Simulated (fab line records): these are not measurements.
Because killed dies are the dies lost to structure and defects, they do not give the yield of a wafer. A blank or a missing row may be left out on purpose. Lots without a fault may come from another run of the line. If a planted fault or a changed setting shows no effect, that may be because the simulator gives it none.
Struck lot and sound lot, side by side	flow rit cmos	17 steps out of a route of 202
Sound: wafers L711.2, L711.3, L711.5. Wafers struck: L717.3, L717.4, L717.5. The cause comes at the end.
Per side, at each step with rows, come the tool, then ch with its chambers, and then its first start. Under that, the readings that differ: sound wafers	struck wafers	difference of the means	sigmas: that difference in standard deviations of wafers without a fault.
alike: readings whose means differ by less than 2 such deviations, and words and numbers that are the same on both sides. not compared: withheld readings, readings that some wafer has no value for, bounds like >300 that may hide the same value, and numbers for which the record gives no deviation and whose values overlap.
A row with sigmas, a row that says differs or no value, or rows on one side alone: a step with any of these is where the two part. Numbers that don't overlap but have no deviation are shown without sigmas and don't part them. A reading missing from all wafers of one side parts the sides only when that side holds two or more wafers.

RIT_NWELL_TW_MEAS_10:
  sound on film metro-04, day 1 22:34; struck on film metro-02, day 3 06:01
  alike: NWELL_TW
then, 6 steps without rows for these wafers: RIT_PWELL_HMDS_00 (prime time 60 s); RIT_PWELL_COAT_01 (resist thk 1300 nm); RIT_PWELL_SOFTBAKE_02 (time 60 s); RIT_PWELL_EXPOSE_03 (exposes mask M3, target cd 43700 nm); RIT_PWELL_PEB_04; RIT_PWELL_DEVELOP_05 (develop time 68 s).
RIT_PWELL_OVL_MEAS_06:
  sound on overlay-01, day 1 23:37; struck on overlay-01, day 3 07:13
reading	sound	struck	difference	sigmas
PWELL_OVL (nm)	-0.7 -0.9 -0.8	2.1 2.2 2.8	+3.2	+2
then, 2 steps without rows for these wafers: RIT_PWELL_HARDBAKE_07 (time 120 s); RIT_PWELL_IMPLANT_08.
RIT_PWELL_STRIP_09: strips in O2, time 180 s.
  sound on plasma asher-01 ch 0,1, day 2 00:03; struck on plasma asher-03 ch 0,1, day 3 07:42
  alike: drypump motor current A, o2 flow sccm
  not compared: rf hours counter h
RIT_PWELL_TW_MEAS_10:
  sound on film metro-01, day 2 00:14; struck on film metro-02, day 3 07:50
  alike: PWELL_TW
RIT_WELLDRIVE_ANNEAL_00: time 14700 s.
  sound on furnace-01 ch 0, day 2 01:17; struck on furnace-01 ch 0, day 3 09:03
reading	sound	struck	difference	sigmas
run length s (s)	18266 18266 18266	9442 9442 9442	-8824	-99 or more
  alike: spike tc centre C, spike tc load C
RIT_WELLDRIVE_RS_MEAS_01: measurement is done with a four-point probe.
  sound on film metro-01, day 2 06:23; struck on film metro-01, day 3 14:11
reading	sound	struck	difference	sigmas
NWELL_RS (ohm/sq)	274.3 275.2 273.9	321.2 321.5 322.0	+47.1	+57
RIT_WELLDRIVE_RS_MEAS_02: measurement is done with a four-point probe.
  sound on film metro-01, day 2 06:31; struck on film metro-01, day 3 14:18
reading	sound	struck	difference	sigmas
PWELL_RS (ohm/sq)	428.6 428.7 428.5	476.1 477.0 478.0	+48.4	+37
then, 1 step without rows for these wafers: RIT_NRETRO_HMDS_00 (prime time 60 s).
RIT_M1_PROBE_99:
  sound on prober-01, day 3 12:52; struck on prober-02, day 4 19:10
reading	sound	struck	difference	sigmas
model.etest.pmos_0p3.r on ohm um	6192 6190 6017	6263 6329 6374	+189	
model.etest.nwell pinched.rs ohm sq	334.1 334.7 334.7	417.7 427.7 424.4	+88.8	
model.etest.pwell pinched.rs ohm sq	446 451.2 454.1	500.6 511.1 498.2	+52.9	
model.etest.pwell.rs ohm sq	414.3 411.9 418.1	456.5 460 456	+42.7	
model.etest.pmos_0p15.drive ua um	258.4 266.3 269.7	254.2 252.4 246.4	-13.8	
model.etest.pmos turned.drive ua um	191.1 198.1 198.3	190.7 186.7 186.6	-7.8	
  alike: killed at contacts, killed at front end, killed dies, killed on rim, killed open, killed short
  not compared: model.etest.pmos turned.r on ohm um, model.etest.pmos_0p15.r on ohm um

## WHERE THEY PART
Last at RIT_WELLDRIVE_RS_MEAS_02 as far as this record goes, first at RIT_PWELL_OVL_MEAS_06. Later steps at which nothing parts them and some readings are alike: RIT_M1_PROBE_99.

WHY: the cause the simulator had injected
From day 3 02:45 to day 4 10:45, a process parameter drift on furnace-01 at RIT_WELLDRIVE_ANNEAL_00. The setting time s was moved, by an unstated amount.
